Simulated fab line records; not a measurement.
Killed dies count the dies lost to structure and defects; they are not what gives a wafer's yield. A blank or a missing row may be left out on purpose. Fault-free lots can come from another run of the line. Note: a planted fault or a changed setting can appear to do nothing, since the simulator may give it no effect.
8D (eight disciplines) problem report, filled in by code ; flow berkeley-cmos170 ; the parts of the form that need people (team, actions taken, sign-off) are left out

## 1. WHAT IS WRONG
At UCB170_V1_PEB_10, heater-power-total-W averages 58.07 W over 6 wafers from 2 lots, while fault-free wafers read 56.80 W, standard deviation 0.048. Measured from the usual mean, that is +26 standard deviations.
First observed at day 10 13:49: wafer L373.2, on litho-track-02. The record holds 42 wafers of 14 lots with a number at this step. Rule for "out" (also "out of limits"): further than 4 standard deviations from the usual mean. All remaining wafers that have a number are taken as sound.

## 2. WHAT IT IS AND WHAT IT IS NOT
question;is;is not
which readings at this step;heater-power-total-W;-
which lots;L371, L373;L357, L358, L359, L361, L362, L363, L364, L365, L367, L372, L374, L380
which wafers of those lots;all that have a number;-
read on which tools;litho-track-02;litho-track-03, litho-track-04
when;from day 10 13:49;"up to then (30 sound wafers); but 6 sound wafers of L374, L380 came after"

## 3. THE SUSPECTS, EACH WITH WHAT RULES IT OUT
Counting: a tool stays on the suspect list if, at a process step up to the reading, it processed all lots that are out and no sound lot following the first of them.
- litho-track-02 at UCB170_V1_PEB_10: kept. All lots that are out passed through it, beginning with L373 at day 10 13:49, and no sound lot followed; its final sound lot before that point was L365 at day 9 07:17. Out on those wafers are its own readings of heater-power-total-W.
The count leaves litho-track-02 at UCB170_V1_PEB_10.

## 4. THE CAUSE (what the simulator had put in)
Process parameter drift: litho-track-02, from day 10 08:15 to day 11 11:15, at UCB170_V1_PEB_10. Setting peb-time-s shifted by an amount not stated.
This tool alone remained once counting was done.

## 5. SEQUENCE OF EFFECTS, ordered by route
Each row: a reading whose mean over the struck wafers that have a number lies more than 3 standard deviations from the usual. Scope: only readings with a usual standard deviation given in the record; hours: median across lots of the time from each lot's start at the first step in this table that gives one to its start at this step; sigmas: change in usual standard deviations.
hours;step;reading;usual;on struck wafers;change;sigmas
0;UCB170_V1_PEB_10;heater-power-total-W;56.80 W;58.07;+1.27;+26
The process steps in it:
- UCB170_V1_PEB_10
Readings that are blank on the struck wafers while sound wafers have them: plate-temp-C at UCB170_V1_PEB_10.
Later measuring or inspecting steps at which every struck wafer that the step has a row for has a number for every such reading, and none has moved that far: UCB170_V1_CD_MEAS_12.

## 6. HOW IT WOULD HAVE BEEN CAUGHT EARLIER
In this record no reading fell out of limits until day 10 13:49, 6 hours after the fault had begun at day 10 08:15.
